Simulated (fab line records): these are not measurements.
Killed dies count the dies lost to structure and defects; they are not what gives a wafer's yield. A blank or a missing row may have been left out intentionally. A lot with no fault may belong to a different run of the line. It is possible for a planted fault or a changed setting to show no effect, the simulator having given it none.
A sampling plan put to the test :: flow berkeleyCmos170 :: one line in one fab, 13 faults in these records, each fault weighed on the records of the lots it struck
What counts as the plan is the set of the line's own looks, namely the steps on the route at which a gauge or an inspection reads a wafer and does not change it. A look can be judged if struck wafers have a number there and the file gives its usual mean and standard deviation on fault-free wafers. Caught: a look later than the fault's first step finds the struck wafers' mean 4 or more of those standard deviations (sigma) from the usual mean. On the tool: the test repeated on the tool's own readings taken at the fault's steps. A different recipe on the struck wafers counts as caught too, as does a record blank only for those wafers.

THE FAULTS, as the simulator had put them in
1. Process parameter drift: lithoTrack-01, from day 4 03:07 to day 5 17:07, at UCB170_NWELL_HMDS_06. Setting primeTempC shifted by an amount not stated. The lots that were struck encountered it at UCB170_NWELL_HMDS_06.
2. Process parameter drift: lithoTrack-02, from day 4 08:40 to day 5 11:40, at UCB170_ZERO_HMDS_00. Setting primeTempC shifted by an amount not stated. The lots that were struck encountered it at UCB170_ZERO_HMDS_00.
3. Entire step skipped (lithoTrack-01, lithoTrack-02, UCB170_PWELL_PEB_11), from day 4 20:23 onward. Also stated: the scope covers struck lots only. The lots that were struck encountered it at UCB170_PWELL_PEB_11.
4. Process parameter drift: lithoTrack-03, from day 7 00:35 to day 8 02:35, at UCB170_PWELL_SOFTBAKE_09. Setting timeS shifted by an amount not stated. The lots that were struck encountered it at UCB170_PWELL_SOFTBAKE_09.
5. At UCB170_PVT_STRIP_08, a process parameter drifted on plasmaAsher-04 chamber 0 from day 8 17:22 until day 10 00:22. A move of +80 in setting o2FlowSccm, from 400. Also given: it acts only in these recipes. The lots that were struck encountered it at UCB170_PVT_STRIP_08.
6. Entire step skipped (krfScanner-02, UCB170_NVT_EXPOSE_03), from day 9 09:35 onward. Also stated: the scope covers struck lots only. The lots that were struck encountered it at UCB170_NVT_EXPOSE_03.
7. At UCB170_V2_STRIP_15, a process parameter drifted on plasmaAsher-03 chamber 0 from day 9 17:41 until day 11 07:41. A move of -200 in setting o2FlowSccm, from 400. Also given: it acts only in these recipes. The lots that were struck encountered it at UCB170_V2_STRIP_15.
8. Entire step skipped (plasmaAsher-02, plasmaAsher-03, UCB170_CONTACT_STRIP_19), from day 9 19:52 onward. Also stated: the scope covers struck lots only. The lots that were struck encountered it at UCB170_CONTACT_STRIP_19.
9. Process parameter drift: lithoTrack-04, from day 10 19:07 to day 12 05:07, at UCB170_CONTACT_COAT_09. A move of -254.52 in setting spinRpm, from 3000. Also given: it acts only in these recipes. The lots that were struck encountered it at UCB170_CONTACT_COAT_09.
10. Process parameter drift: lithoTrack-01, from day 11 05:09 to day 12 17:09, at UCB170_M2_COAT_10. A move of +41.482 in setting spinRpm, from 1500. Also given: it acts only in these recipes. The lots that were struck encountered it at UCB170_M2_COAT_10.
11. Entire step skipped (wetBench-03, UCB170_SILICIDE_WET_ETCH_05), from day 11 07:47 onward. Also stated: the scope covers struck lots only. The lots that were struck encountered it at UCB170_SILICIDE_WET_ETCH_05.
12. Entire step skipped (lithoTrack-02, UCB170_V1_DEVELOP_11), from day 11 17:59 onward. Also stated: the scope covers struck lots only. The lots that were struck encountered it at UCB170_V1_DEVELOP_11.
13. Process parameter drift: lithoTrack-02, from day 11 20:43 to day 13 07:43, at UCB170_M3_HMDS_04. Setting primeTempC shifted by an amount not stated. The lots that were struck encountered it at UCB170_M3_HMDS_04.

WHAT THE PLAN SAW
fault: 1
on the tool itself: primeTempC -23 sigma
first look that catches it: no look after it can be judged
reading, sigma: -
median hours from its first step to that look: -
hours from the fault's start to the first struck lot there: -
judged looks passed uncaught: 0

fault: 2
on the tool itself: primeTempC -40 sigma
first look that catches it: not the one look that can be judged after it
reading, sigma: -
median hours from its first step to that look: -
hours from the fault's start to the first struck lot there: -
judged looks passed uncaught: 1

fault: 3
on the tool itself: the tool's record is blank for the struck wafers
first look that catches it: no look after it can be judged
reading, sigma: -
median hours from its first step to that look: -
hours from the fault's start to the first struck lot there: -
judged looks passed uncaught: 0

fault: 4
on the tool itself: heaterPowerTotalW +82 sigma
first look that catches it: none of the 2 looks that can be judged after it
reading, sigma: -
median hours from its first step to that look: -
hours from the fault's start to the first struck lot there: -
judged looks passed uncaught: 2

fault: 5
on the tool itself: o2FlowSccm +72 sigma
first look that catches it: none of the 2 looks that can be judged after it
reading, sigma: -
median hours from its first step to that look: -
hours from the fault's start to the first struck lot there: -
judged looks passed uncaught: 2

fault: 6
on the tool itself: no reading that can be judged
first look that catches it: no look after it can be judged
reading, sigma: -
median hours from its first step to that look: -
hours from the fault's start to the first struck lot there: -
judged looks passed uncaught: 0

fault: 7
on the tool itself: o2FlowSccm -99 or beyond sigma
first look that catches it: no look after it can be judged
reading, sigma: -
median hours from its first step to that look: -
hours from the fault's start to the first struck lot there: -
judged looks passed uncaught: 0

fault: 8
on the tool itself: the tool's record is blank for the struck wafers
first look that catches it: no look after it can be judged
reading, sigma: -
median hours from its first step to that look: -
hours from the fault's start to the first struck lot there: -
judged looks passed uncaught: 0

fault: 9
on the tool itself: spinSpeedRpm -99 or beyond sigma
first look that catches it: not the one look that can be judged after it
reading, sigma: -
median hours from its first step to that look: -
hours from the fault's start to the first struck lot there: -
judged looks passed uncaught: 1

fault: 10
on the tool itself: spinSpeedRpm +42 sigma
first look that catches it: not the one look that can be judged after it
reading, sigma: -
median hours from its first step to that look: -
hours from the fault's start to the first struck lot there: -
judged looks passed uncaught: 1

fault: 11
on the tool itself: the tool's record is blank for the struck wafers
first look that catches it: no look after it can be judged
reading, sigma: -
median hours from its first step to that look: -
hours from the fault's start to the first struck lot there: -
judged looks passed uncaught: 0

fault: 12
on the tool itself: the tool's record is blank for the struck wafers
first look that catches it: no look after it can be judged
reading, sigma: -
median hours from its first step to that look: -
hours from the fault's start to the first struck lot there: -
judged looks passed uncaught: 0

fault: 13
on the tool itself: primeTempC -15 sigma
first look that catches it: not the one look that can be judged after it
reading, sigma: -
median hours from its first step to that look: -
hours from the fault's start to the first struck lot there: -
judged looks passed uncaught: 1
A dash: the fault isn't caught, or these records don't give the number.

Caught at a look: 0 of 13. Caught on the tool: 12 of 13. By one or the other: 12 of 13.
On the tool alone, faults 1, 2, 3, 4, 5, 7, 8, 9, 10, 11, 12, 13 were caught.
Caught by neither: fault 6.
